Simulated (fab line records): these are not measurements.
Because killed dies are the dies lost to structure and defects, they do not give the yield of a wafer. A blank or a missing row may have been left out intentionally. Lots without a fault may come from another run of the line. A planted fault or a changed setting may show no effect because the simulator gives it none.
Comparing a struck lot with a sound one / flow berkeleyCmos170 / 14 steps out of a route of 331
Sound: the wafers L324.1, L324.4, L324.5. Struck: wafers L328.1, L328.4, L328.5. Last of all comes the cause.
At each step with rows: each side's tool, then ch and its chambers, then its first start. Under that, the readings that differ: sound wafers / struck wafers / difference of the means / sigmas: that difference in standard deviations of wafers without a fault.
alike: same words and numbers on both sides, and readings whose means sit less than 2 such deviations apart. not compared: any withheld reading, any reading some wafer has no value for, any bound like >300 that may hide the same value, and any number with overlapping values for which the record gives no deviation.
The two part at a step that has a row with sigmas, a row that says differs or no value, or rows on one side only. When numbers do not overlap yet have no deviation, they are printed without sigmas and do not part them. A reading missing from all wafers of one side parts the sides only when that side holds two or more wafers.

first, 2 steps without rows for these wafers: UCB170_ACTIVE_PEB_11; UCB170_ACTIVE_DEVELOP_12 (develop time 45 s).
UCB170_ACTIVE_CD_MEAS_13: target cd 1200 nm.
  sound on cdSem-01 at day 6 20:47; struck on cdSem-01 at day 7 14:41
  alike: cdNm
UCB170_ACTIVE_OVL_MEAS_14:
  sound on overlay-01 at day 6 20:54; struck on overlay-02 at day 7 14:48
  alike: ACTIVE_OVL
UCB170_ACTIVE_ETCH_15: etches Si3N4 in CH3F/Ar/O2, stops on SiO2, target depth 242 nm, time 151 s.
  sound on rieDiel-03 ch 0,2, day 6 20:56; struck on rieDiel-03 ch 0,1,3, day 7 14:50
  alike: O2_flow_sccm, drypumpMotorCurrentA, oesProductAu, throttleValvePct
  not compared: rfHoursCounterH
UCB170_ACTIVE_STRIP_16: strips in O2.
  sound on plasmaAsher-03 ch 0, day 6 21:02; struck on plasmaAsher-03 ch 0,1, day 7 14:56
reading=stripTimeToEndpointS (s); sound=18.23 18.24 18.15; struck=17.99 17.94 18.10; difference=-0.20; sigmas=-2
  alike: drypumpMotorCurrentA, oesProductAu
  not compared: rfHoursCounterH
UCB170_ACTIVE_CD_MEAS_90: target cd 1200 nm.
  sound on cdSem-01 at day 6 21:08; struck on cdSem-01 at day 7 15:02
  alike: cdNm
then, 5 steps without rows for these wafers: UCB170_ACTIVE_CLEAN_17 (cleans in SPM, time 600 s); UCB170_PFIELD_HMDS_00 (prime time 60 s); UCB170_PFIELD_COAT_01 (resist thk 900 nm); UCB170_PFIELD_SOFTBAKE_02 (time 60 s); UCB170_PFIELD_EXPOSE_03 (exposes mask PFIELD, target cd 1500 nm).
UCB170_PFIELD_PEB_04:
  sound on lithoTrack-03 ch 0, day 6 22:00; struck on lithoTrack-04, day 7 16:14
  no value came back on the struck wafers for chillPlateTempC (C), exhaustPa (Pa), plateTempC (C); on the sound wafers chillPlateTempC (C) reads 23.03 23.05 23.09
then, 1 step without rows for these wafers: UCB170_PFIELD_DEVELOP_05 (develop time 45 s).

## WHERE THEY PART
First at UCB170_ACTIVE_STRIP_16; last, within this record, at UCB170_PFIELD_PEB_04.

WHY: whatever the simulator had introduced
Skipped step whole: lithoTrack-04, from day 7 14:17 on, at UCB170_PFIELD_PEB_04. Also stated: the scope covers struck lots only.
